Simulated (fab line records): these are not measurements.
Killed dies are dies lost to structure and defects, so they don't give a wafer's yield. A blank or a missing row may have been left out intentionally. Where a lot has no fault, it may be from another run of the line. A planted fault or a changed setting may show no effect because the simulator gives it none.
Comparing a struck lot with a sound one -- flow ritCmos -- 21 steps out of a route of 202
Sound: these wafers, L301.1, L301.3, L301.6. Wafers struck: L307.2, L307.4, L307.5. The cause is given at the end.
Order at every step that has rows: each side's tool, ch and its chambers, its first start. Under that, the readings that differ: sound wafers -- struck wafers -- difference of the means -- sigmas: that difference in standard deviations of wafers without a fault.
alike: a reading whose means differ by less than 2 such deviations, as well as words and numbers matching on both sides. not compared: withheld readings; readings where some wafer has no value; bounds like >300 that might hide an equal value; numbers whose values overlap and for which the record gives no deviation.
A row with sigmas, a row that says differs or no value, or rows on one side alone: a step with any of these is where the two part. Numbers that have no deviation but don't overlap get no sigmas and don't part them. A reading missing from all wafers of one side parts the sides only when that side holds two or more wafers.

first, 3 steps without rows for these wafers: RIT_PWELL_EXPOSE_03 (exposes mask M3, target cd 43700 nm); RIT_PWELL_PEB_04; RIT_PWELL_DEVELOP_05 (develop time 68 s).
RIT_PWELL_OVL_MEAS_06:
  sound: overlay-01 at day 2 10:17; struck: overlay-01 at day 3 17:13
  alike: PWELL_OVL
then, 2 steps without rows for these wafers: RIT_PWELL_HARDBAKE_07 (time 120 s); RIT_PWELL_IMPLANT_08.
RIT_PWELL_STRIP_09: strips in O2, time 180 s.
  sound on plasmaAsher-01 ch 0,1, day 2 10:43; struck on plasmaAsher-01 ch 0,1, day 3 17:38
  alike: drypumpMotorCurrentA
  not compared: rfHoursCounterH
RIT_PWELL_TW_MEAS_10:
  sound: filmMetro-04 at day 2 10:54; struck: filmMetro-02 at day 3 17:49
reading,sound,struck,difference,sigmas
PWELL_TW,966 965 966,941 941 943,-24,-2
then, 1 step without rows for these wafers: RIT_WELLDRIVE_ANNEAL_00 (time 14700 s).
RIT_WELLDRIVE_RS_MEAS_01: uses a four-point probe to measure.
  sound: filmMetro-04 at day 2 16:57; struck: filmMetro-02 at day 3 23:46
  alike: NWELL_RS
RIT_WELLDRIVE_RS_MEAS_02: uses a four-point probe to measure.
  sound: filmMetro-04 at day 2 17:04; struck: filmMetro-02 at day 3 23:53
  alike: PWELL_RS
then, 1 step without rows for these wafers: RIT_NRETRO_HMDS_00 (prime time 60 s).
RIT_NRETRO_COAT_01: resist thk 1300 nm.
  sound on lithoTrack-04 ch 0, day 2 17:20; struck on lithoTrack-04 ch 0, day 4 00:10
reading,sound,struck,difference,sigmas
model.NOVOLAK_of_NRETRO_COAT_01.thkNm (nm),1297 1298 1297,1357 1356 1356,+59,
  alike: exhaustPa
then, 4 steps without rows for these wafers: RIT_NRETRO_SOFTBAKE_02 (time 60 s); RIT_NRETRO_EXPOSE_03 (exposes mask M4, target cd 43900 nm); RIT_NRETRO_PEB_04; RIT_NRETRO_DEVELOP_05 (develop time 68 s).
RIT_NRETRO_OVL_MEAS_06:
  sound: overlay-01 at day 2 18:12; struck: overlay-02 at day 4 00:52
  alike: NRETRO_OVL
RIT_NRETRO_HARDBAKE_07: time 120 s.
  sound on lithoTrack-01 ch 0, day 2 18:14; struck on lithoTrack-01 ch 0, day 4 00:56
reading,sound,struck,difference,sigmas
model.NOVOLAK_of_NRETRO_COAT_01.thkNm (nm),1134 1135 1135,1186 1185 1185,+51,
  alike: exhaustPa
next, for these wafers, 1 step has no rows: RIT_NRETRO_IMPLANT_08.
RIT_M1_PROBE_99:
  the record has rows for the struck wafers here (prober-02, day 5 07:16) and none for the sound ones

== WHERE THEY PART ==
Last at RIT_M1_PROBE_99 as far as this record goes, first at RIT_PWELL_TW_MEAS_10.

WHY: whatever the simulator had introduced
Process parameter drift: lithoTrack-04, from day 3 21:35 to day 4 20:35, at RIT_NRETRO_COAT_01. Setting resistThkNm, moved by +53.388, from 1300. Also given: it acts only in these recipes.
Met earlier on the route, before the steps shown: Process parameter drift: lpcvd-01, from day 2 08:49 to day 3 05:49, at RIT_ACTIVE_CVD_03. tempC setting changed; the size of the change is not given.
